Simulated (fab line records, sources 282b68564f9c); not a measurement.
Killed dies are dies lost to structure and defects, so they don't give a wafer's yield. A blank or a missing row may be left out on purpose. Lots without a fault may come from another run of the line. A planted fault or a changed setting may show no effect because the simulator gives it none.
fab line records | flow rit_cmos
record lots=13 wafers=39 last_day=7
route steps=202 shown M1@190
lots that met no fault: from a run of the same line without faults
start_h: hours from the record's first day to the start of the lot's first wafer shown | wait_h: hours since the lot's step before | " the same as in the row above | L1.1+2: a row that stands for several wafers | - no value, or no start given | * or withheld: withheld | < > ~ a bound
route shown NAME@n: a module of which the file shows steps, and the number in the route of the first | usual: mean/standard deviation of fault-free wafers | same: alike in all rows | chamber/n: place in a boat | sites: the reading at each site | _std_site: their standard deviation | _edge_site: outer sites' mean less inner sites' | radius_mm: how far each site lies from the wafer's centre | mask NAME#n: copy n | behind: the tool/chamber that last shaped the wafer | hold: why the lot was held/for how many hours/how that ended | device: the transistor (n, p or np) that didn't switch | end of line: the same wafers' tests at the end of the route | a step without rows: its recipe alone | killed: dies lost to structure and defects at the first sort, not the wafer's yield | map: a wafer's dies, x killed, . not, _ none there
set.NAME: the setting as run; set.NAME@STEP: as run at that earlier step | model.NAME: the simulator's own value behind a step, which no gauge read
steps of the route over a sample of lots; a table a step, a row a wafer
services: from which hour (start_h, from the record's first day; less than 0 if before it) a tool's chamber was out of use, for how many hours, and why
## steps
# step RIT_M1_EXPOSE_06
# recipe mask_id=M12 na=0.6 source_shape=conventional sigma_outer=0.5 target_cd_nm=2600 dose_mj=250
# columns lot.wafer tool chamber start_h wait_h mask
L786.1+4+6 iline_stepper-01 0 57.57 0.1 M12#0
L787.1+3+4 iline_stepper-02 0 60.46 0.2 M12#0
L789.3+4+5 iline_stepper-02 0 73.50 0.2 M12#0
L792.1+2+6 iline_stepper-01 0 87.97 0.2 M12#0
L793.3+4+6 iline_stepper-02 0 90.94 0.2 M12_R1#0
L800.3+5+6 iline_stepper-02 0 126.83 0.2 M12#0
L802.3+4+5 iline_stepper-01 0 134.65 0.1 M12#0
L803.1+2+6 iline_stepper-01 0 140.14 0.2 M12#0
L804.2+4+6 iline_stepper-02 0 146.59 0.3 M12#0
L805.1+4+6 iline_stepper-01 0 154.33 0.2 M12#0
L806.1+5+6 iline_stepper-01 0 159.89 0.1 M12#0
L807.2+3+4 iline_stepper-01 0 161.27 0.1 M12#0
L809.3+4+5 iline_stepper-01 0 174.69 0.1 M12#0
# step RIT_M1_CD_MEAS_09
# recipe target_cd_nm=2600
# usual cd_nm=2599.7/2.1
# columns lot.wafer tool chamber start_h wait_h cd_nm
L786.1 cd_sem-02 - 58.00 - 2596.5
L786.4 " - " " 2595.3
L786.6 " - " " 2598.5
L787.1 cd_sem-01 - 60.89 - 2601.7
L787.3 " - " " 2602.1
L787.4 " - " " 2602.4
L789.3 cd_sem-02 - 73.93 - 2598.9
L789.4 " - " " 2598.0
L789.5 " - " " 2599.2
L792.1 cd_sem-02 - 88.40 - 2598.1
L792.2 " - " " 2599.0
L792.6 " - " " 2602.0
L793.3 cd_sem-01 - 91.41 - 2249.7
L793.4 " - " " 2249.7
L793.6 " - " " 2249.2
L800.3 cd_sem-01 - 127.41 - 2597.1
L800.5 " - " " 2598.3
L800.6 " - " " 2597.7
L802.3 cd_sem-02 - 135.08 - 2599.4
L802.4 " - " " 2599.8
L802.5 " - " " 2598.7
L803.1 cd_sem-02 - 140.75 - 2599.4
L803.2 " - " " 2600.3
L803.6 " - " " 2600.3
L804.2 cd_sem-02 - 147.02 - 2604.0
L804.4 " - " " 2604.6
L804.6 " - " " 2603.5
L805.1 cd_sem-02 - 154.76 - 2599.3
L805.4 " - " " 2596.7
L805.6 " - " " 2598.9
L806.1 cd_sem-02 - 160.32 - 2594.9
L806.5 " - " " 2596.2
L806.6 " - " " 2598.6
L807.2 cd_sem-01 - 161.70 - 2597.8
L807.3 " - " " 2595.6
L807.4 " - " " 2598.4
L809.3 cd_sem-02 - 175.12 - 2602.7
L809.4 " - " " 2603.6
L809.5 " - " " 2601.7
# step RIT_M1_CD_MEAS_90
# recipe target_cd_nm=2600
# usual cd_nm=2600.0/2.5
# columns lot.wafer tool chamber start_h wait_h cd_nm
L786.1 cd_sem-02 - 59.07 0.1 2595.8
L786.4 " - " " 2595.4
L786.6 " - " " 2599.4
L787.1 cd_sem-02 - 61.83 0.1 2601.3
L787.3 " - " " 2602.7
L787.4 " - " " 2601.7
L789.3 cd_sem-01 - 74.85 0.1 2602.1
L789.4 " - " " 2599.8
L789.5 " - " " 2600.9
L792.1 cd_sem-02 - 89.32 0.1 2598.8
L792.2 " - " " 2600.7
L792.6 " - " " 2602.6
L793.3 cd_sem-02 - 92.34 0.1 2249.7
L793.4 " - " " 2250.9
L793.6 " - " " 2249.4
L800.3 cd_sem-02 - 128.49 0.1 2597.5
L800.5 " - " " 2599.1
L800.6 " - " " 2598.5
L802.3 cd_sem-01 - 136.00 0.1 2597.8
L802.4 " - " " 2597.1
L802.5 " - " " 2596.0
L803.1 cd_sem-01 - 141.80 0.1 2599.6
L803.2 " - " " 2602.4
L803.6 " - " " 2602.2
L804.2 cd_sem-01 - 147.94 0.1 2600.9
L804.4 " - " " 2604.1
L804.6 " - " " 2604.7
L805.1 cd_sem-01 - 155.72 0.1 2601.3
L805.4 " - " " 2597.6
L805.6 " - " " 2601.6
L806.1 cd_sem-01 - 161.25 0.1 2597.8
L806.5 " - " " 2596.2
L806.6 " - " " 2600.5
L807.2 cd_sem-01 - 162.65 0.1 2598.4
L807.3 " - " " 2596.2
L807.4 " - " " 2595.5
L809.3 cd_sem-02 - 176.13 0.1 2600.9
L809.4 " - " " 2600.8
L809.5 " - " " 2602.4
# step RIT_M1_PROBE_99
# usual defect_limited_yield=97.5/1.1 killed_at_M0_to_M3=0/0 killed_at_contacts=0.0/0.2 killed_at_front_end=6.6/2.9 killed_dies=6.6/3 killed_on_rim=1.7/1.4 killed_open=3.4/2 killed_short=3.2/2 sort_bin_3_pad_short=0.1/0.23 sort_bin_5_function=1.4/0.78 sort_bin_6_memory=1.0/0.65 sort_n_pass=257.4/3 sort_yield_pct=97.5/1.1
# same gross_dies=264 killed_at_M4_up=0 killed_at_back_side=0 killed_at_other=0
# columns lot.wafer tool chamber start_h wait_h defect_limited_yield[%] killed_at_M0_to_M3 killed_at_contacts killed_at_front_end killed_dies killed_on_rim killed_open killed_short sort_bin_3_pad_short[%] sort_bin_5_function[%] sort_bin_6_memory[%] sort_n_pass sort_yield_pct[%]
L786.1 prober-01 - 60.81 0.1 98.5 0 0 4 4 2 1 3 0 1.5 0 260.0 98.5
L786.4 prober-01 - 60.96 0.2 97.3 0 0 7 7 0 4 3 0 1.5 1.1 257.0 97.3
L786.6 prober-01 - 61.06 0.2 97.3 0 0 7 7 2 2 5 0.4 1.1 1.1 257.0 97.3
L787.1 prober-02 - 63.57 0.1 96.6 0 0 9 9 4 8 1 0 1.9 1.5 255.0 96.6
L787.3 prober-02 - 63.67 0.2 97.0 0 0 8 8 1 3 5 0 2.3 0.8 256.0 97.0
L787.4 prober-02 - 63.72 0.2 95.5 0 1 11 12 4 7 5 0 3.0 1.5 252.0 95.5
L789.3 prober-01 - 76.65 0.2 97.0 0 0 8 8 2 2 6 0.4 2.3 0.4 256.0 97.0
L789.4 prober-01 - 76.70 0.2 98.1 0 0 5 5 1 1 4 0 1.1 0.8 259.0 98.1
L789.5 prober-01 - 76.75 0.2 95.8 0 0 11 11 2 7 4 0 2.7 1.5 253.0 95.8
L792.1 prober-02 - 91.06 0.1 97.3 0 1 6 7 2 2 5 0.4 2.3 0 257.0 97.3
L792.2 prober-02 - 91.11 0.1 98.5 0 0 4 4 1 1 3 0.4 0.4 0.8 260.0 98.5
L792.6 prober-02 - 91.31 0.2 98.1 0 0 5 5 1 3 2 0 0.8 1.1 259.0 98.1
L793.3 prober-01 - 94.14 0.2 87.5 29 0 4 33 24 4 0 0 12.1 0.4 231.0 87.5
L793.4 prober-01 - 94.19 0.2 86.7 31 0 4 35 23 2 2 0.4 12.1 0.8 229.0 86.7
L793.6 prober-01 - 94.29 0.2 87.9 24 0 8 32 23 3 5 0 11.0 1.1 232.0 87.9
L800.3 prober-02 - 130.29 0.2 97.3 0 0 7 7 2 6 1 0 1.9 0.8 257.0 97.3
L800.5 prober-02 - 130.39 0.2 97.7 0 0 6 6 1 4 2 0.4 1.1 0.8 258.0 97.7
L800.6 prober-02 - 130.44 0.2 99.2 0 0 2 2 1 1 1 0 0.4 0.4 262.0 99.2
L802.3 prober-02 - 137.80 0.2 97.7 0 0 6 6 3 3 3 0 1.5 0.8 258.0 97.7
L802.4 prober-02 - 137.85 0.2 98.5 0 0 4 4 0 1 3 0.4 0.4 0.8 260.0 98.5
L802.5 prober-02 - 137.90 0.2 99.2 0 0 2 2 0 0 2 0 0.8 0 262.0 99.2
L803.1 prober-01 - 143.54 0.1 97.3 0 0 7 7 0 2 5 0.4 1.5 0.8 257.0 97.3
L803.2 prober-01 - 143.59 0.1 95.1 0 0 13 13 6 4 9 0.4 1.9 2.7 251.0 95.1
L803.6 prober-01 - 143.79 0.2 95.5 0 0 12 12 2 7 5 0 3.4 1.1 252.0 95.5
L804.2 prober-02 - 149.71 0.1 97.3 0 0 7 7 3 4 3 0 1.1 1.5 257.0 97.3
L804.4 prober-02 - 149.81 0.2 97.3 0 1 6 7 2 5 2 0 1.5 1.1 257.0 97.3
L804.6 prober-02 - 149.91 0.2 97.3 0 0 7 7 1 4 3 0 1.5 1.1 257.0 97.3
L805.1 prober-01 - 157.46 0.1 96.6 0 0 9 9 0 5 4 0 3.0 0.4 255.0 96.6
L805.4 prober-01 - 157.61 0.2 98.1 0 0 5 5 1 3 2 0.4 1.1 0.4 259.0 98.1
L805.6 prober-01 - 157.71 0.2 98.5 0 0 4 4 2 2 2 0 1.1 0.4 260.0 98.5
L806.1 prober-02 - 162.99 0.1 97.7 0 0 6 6 2 4 2 0 1.1 1.1 258.0 97.7
L806.5 prober-02 - 163.19 0.2 95.1 0 0 13 13 6 9 4 0 2.7 2.3 251.0 95.1
L806.6 prober-02 - 163.24 0.2 98.5 0 0 4 4 1 1 3 0 0 1.5 260.0 98.5
L807.2 prober-01 - 164.54 0.1 97.3 0 0 7 7 2 3 4 0 1.1 1.5 257.0 97.3
L807.3 prober-01 - 164.59 0.2 97.0 0 0 8 8 0 6 2 0 0.4 2.7 256.0 97.0
L807.4 prober-01 - 164.64 0.2 97.7 0 0 6 6 1 4 2 0.8 1.1 0.4 258.0 97.7
L809.3 prober-01 - 177.93 0.2 97.3 0 0 7 7 1 4 3 0 2.7 0 257.0 97.3
L809.4 prober-01 - 177.98 0.2 97.7 0 0 6 6 1 1 5 0.4 1.5 0.4 258.0 97.7
L809.5 prober-01 - 178.03 0.2 97.0 0 0 8 8 3 3 5 0 0.8 2.3 256.0 97.0
# killed by level:class
L786.1 FOX1:geometric_particle:short=1 GATE:geometric_particle:short=1 REOX:geometric_particle:short=1 SILICIDE:geometric_particle:open=1
L786.4 FOX1:geometric_particle:open=2 FOX2:geometric_particle:open=1 FOX2:geometric_particle:short=1 REOX:geometric_particle:short=1 SPACER:geometric_particle:open=1 SILICIDE:geometric_particle:short=1
L786.6 GATE:geometric_particle:short=2 FOX1:geometric_particle:short=1 FOX2:geometric_particle:open=1 GATE:geometric_particle:open=1 REOX:geometric_particle:short=1 SPACER:geometric_particle:short=1
L787.1 GATE:geometric_particle:open=3 SPACER:geometric_particle:open=3 FOX2:geometric_particle:open=1 GATE:geometric_particle:short=1 REOX:geometric_particle:open=1
L787.3 GATE:geometric_particle:short=3 GATE:geometric_particle:open=2 ACTIVE:geometric_particle:short=1 FOX1:geometric_particle:short=1 FOX2:geometric_particle:open=1
L787.4 REOX:geometric_particle:open=3 FOX1:geometric_particle:short=2 FOX2:geometric_particle:open=1 FOX2:geometric_particle:short=1 GATE:geometric_particle:short=1 GATE:geometric_particle:open=1 SPACER:geometric_particle:open=1 SILICIDE:geometric_particle:open=1
L789.3 GATE:geometric_particle:short=2 FOX1:geometric_particle:short=1 FOX2:geometric_particle:short=1 GATE:geometric_particle:open=1 SPACER:geometric_particle:open=1 SPACER:geometric_particle:short=1 SILICIDE:geometric_particle:short=1
L789.4 GATE:geometric_particle:short=2 FOX1:geometric_particle:open=1 REOX:geometric_particle:short=1 SPACER:geometric_particle:short=1
L789.5 GATE:geometric_particle:open=3 FOX1:geometric_particle:open=2 REOX:geometric_particle:open=2 FOX1:geometric_particle:short=1 FOX2:geometric_particle:short=1 GATE:geometric_particle:short=1 REOX:geometric_particle:short=1
L792.1 GATE:geometric_particle:short=3 GATE:geometric_particle:open=1 SPACER:geometric_particle:short=1 SILICIDE:geometric_particle:short=1 CONTACT:geometric_particle:open=1
L792.2 GATE:geometric_particle:short=2 FOX1:geometric_particle:short=1 GATE:geometric_particle:open=1
L792.6 FOX1:geometric_particle:open=1 GATE:geometric_particle:open=1 GATE:geometric_particle:short=1 SILICIDE:geometric_particle:short=1 SILICIDE:geometric_particle:open=1
L793.3 M1:area_expose=29 REOX:geometric_particle:open=2 GATE:geometric_particle:open=1 SILICIDE:geometric_particle:open=1
L793.4 M1:area_expose=31 SILICIDE:geometric_particle:open=2 GATE:geometric_particle:short=1 SILICIDE:geometric_particle:short=1
L793.6 M1:area_expose=24 GATE:geometric_particle:short=4 FOX1:geometric_particle:open=2 SPACER:geometric_particle:open=1 SPACER:geometric_particle:short=1
L800.3 FOX1:geometric_particle:open=3 FOX1:geometric_particle:short=1 FOX2:geometric_particle:open=1 GATE:geometric_particle:open=1 SPACER:geometric_particle:open=1
L800.5 GATE:geometric_particle:open=2 FOX2:geometric_particle:short=1 REOX:geometric_particle:open=1 REOX:geometric_particle:short=1 SILICIDE:geometric_particle:open=1
L800.6 GATE:geometric_particle:open=1 GATE:geometric_particle:short=1
L802.3 SPACER:geometric_particle:open=3 FOX1:geometric_particle:short=1 GATE:geometric_particle:short=1 SPACER:geometric_particle:short=1
L802.4 GATE:geometric_particle:short=2 GATE:geometric_particle:open=1 SILICIDE:geometric_particle:short=1
L802.5 GATE:geometric_particle:short=1 SPACER:geometric_particle:short=1
L803.1 FOX1:geometric_particle:short=3 FOX1:geometric_particle:open=1 GATE:geometric_particle:open=1 GATE:geometric_particle:short=1 SILICIDE:geometric_particle:short=1
L803.2 GATE:geometric_particle:short=5 GATE:geometric_particle:open=3 FOX1:geometric_particle:short=2 FOX1:geometric_particle:open=1 REOX:geometric_particle:short=1 SILICIDE:geometric_particle:short=1
L803.6 GATE:geometric_particle:open=5 GATE:geometric_particle:short=2 SILICIDE:geometric_particle:open=2 FOX1:geometric_particle:short=1 REOX:geometric_particle:short=1 SILICIDE:geometric_particle:short=1
L804.2 FOX2:geometric_particle:short=1 GATE:geometric_particle:short=1 GATE:geometric_particle:open=1 REOX:geometric_particle:open=1 SPACER:geometric_particle:short=1 SPACER:geometric_particle:open=1 SILICIDE:geometric_particle:open=1
L804.4 FOX2:geometric_particle:open=2 GATE:geometric_particle:short=2 GATE:geometric_particle:open=1 SILICIDE:geometric_particle:open=1 CONTACT:geometric_particle:open=1
L804.6 SPACER:geometric_particle:open=3 FOX2:geometric_particle:short=2 FOX1:geometric_particle:short=1 FOX1:geometric_particle:open=1
L805.1 GATE:geometric_particle:open=4 GATE:geometric_particle:short=3 REOX:geometric_particle:open=1 SILICIDE:geometric_particle:short=1
L805.4 FOX2:geometric_particle:open=1 GATE:geometric_particle:short=1 GATE:geometric_particle:open=1 REOX:geometric_particle:short=1 REOX:geometric_particle:open=1
L805.6 GATE:geometric_particle:open=2 FOX2:geometric_particle:short=1 REOX:geometric_particle:short=1
L806.1 GATE:geometric_particle:open=3 ACTIVE:geometric_particle:short=1 GATE:geometric_particle:short=1 SILICIDE:geometric_particle:open=1
L806.5 GATE:geometric_particle:open=7 SILICIDE:geometric_particle:short=2 FOX1:geometric_particle:open=1 GATE:geometric_particle:short=1 SPACER:geometric_particle:short=1 SILICIDE:geometric_particle:open=1
L806.6 FOX1:geometric_particle:short=2 GATE:geometric_particle:short=1 GATE:geometric_particle:open=1
L807.2 GATE:geometric_particle:short=3 GATE:geometric_particle:open=2 FOX1:geometric_particle:open=1 REOX:geometric_particle:short=1
L807.3 FOX1:geometric_particle:open=2 GATE:geometric_particle:short=2 GATE:geometric_particle:open=2 REOX:geometric_particle:open=2
L807.4 REOX:geometric_particle:short=2 SPACER:geometric_particle:open=2 FOX1:geometric_particle:open=1 GATE:geometric_particle:open=1
L809.3 GATE:geometric_particle:open=2 FOX1:geometric_particle:open=1 FOX1:geometric_particle:short=1 FOX2:geometric_particle:open=1 REOX:geometric_particle:short=1 SPACER:geometric_particle:short=1
L809.4 GATE:geometric_particle:short=3 SPACER:geometric_particle:open=1 SPACER:geometric_particle:short=1 SILICIDE:geometric_particle:short=1
L809.5 GATE:geometric_particle:open=2 SILICIDE:geometric_particle:short=2 FOX1:geometric_particle:short=1 FOX2:geometric_particle:short=1 GATE:geometric_particle:short=1 SPACER:geometric_particle:open=1
## services
# columns tool chamber start_h hours kind
iline_stepper-01 - 75.87 4.3 pm
iline_stepper-02 - 139.38 1.7 pm
iline_stepper-01 - 144.70 1.7 pm
## key
first_sign step=RIT_M1_EXPOSE_06 reading=mask direction=changed
effect step=RIT_M1_CD_MEAS_09 reading=cd_nm direction=down sigmas=99+ usual=2599.7 struck=2249.5
effect step=RIT_M1_CD_MEAS_90 reading=cd_nm direction=down sigmas=99+ usual=2600.0 struck=2250.0
effect step=RIT_M1_PROBE_99 reading=killed_at_M0_to_M3 direction=up sigmas=28 usual=0 struck=28
more_kills_born_at RIT_M1_EXPOSE_06@iline_stepper-02=84
met_at RIT_M1_EXPOSE_06
struck_lots L793
onset_between 73.50 90.94
fault kind=wrong_mask tool=any chamber=- onset_h=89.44 steps=RIT_M1_EXPOSE_06 aux_copy=M12_R1#0 cd_offset_nm=-350 scope=struck_lots_only
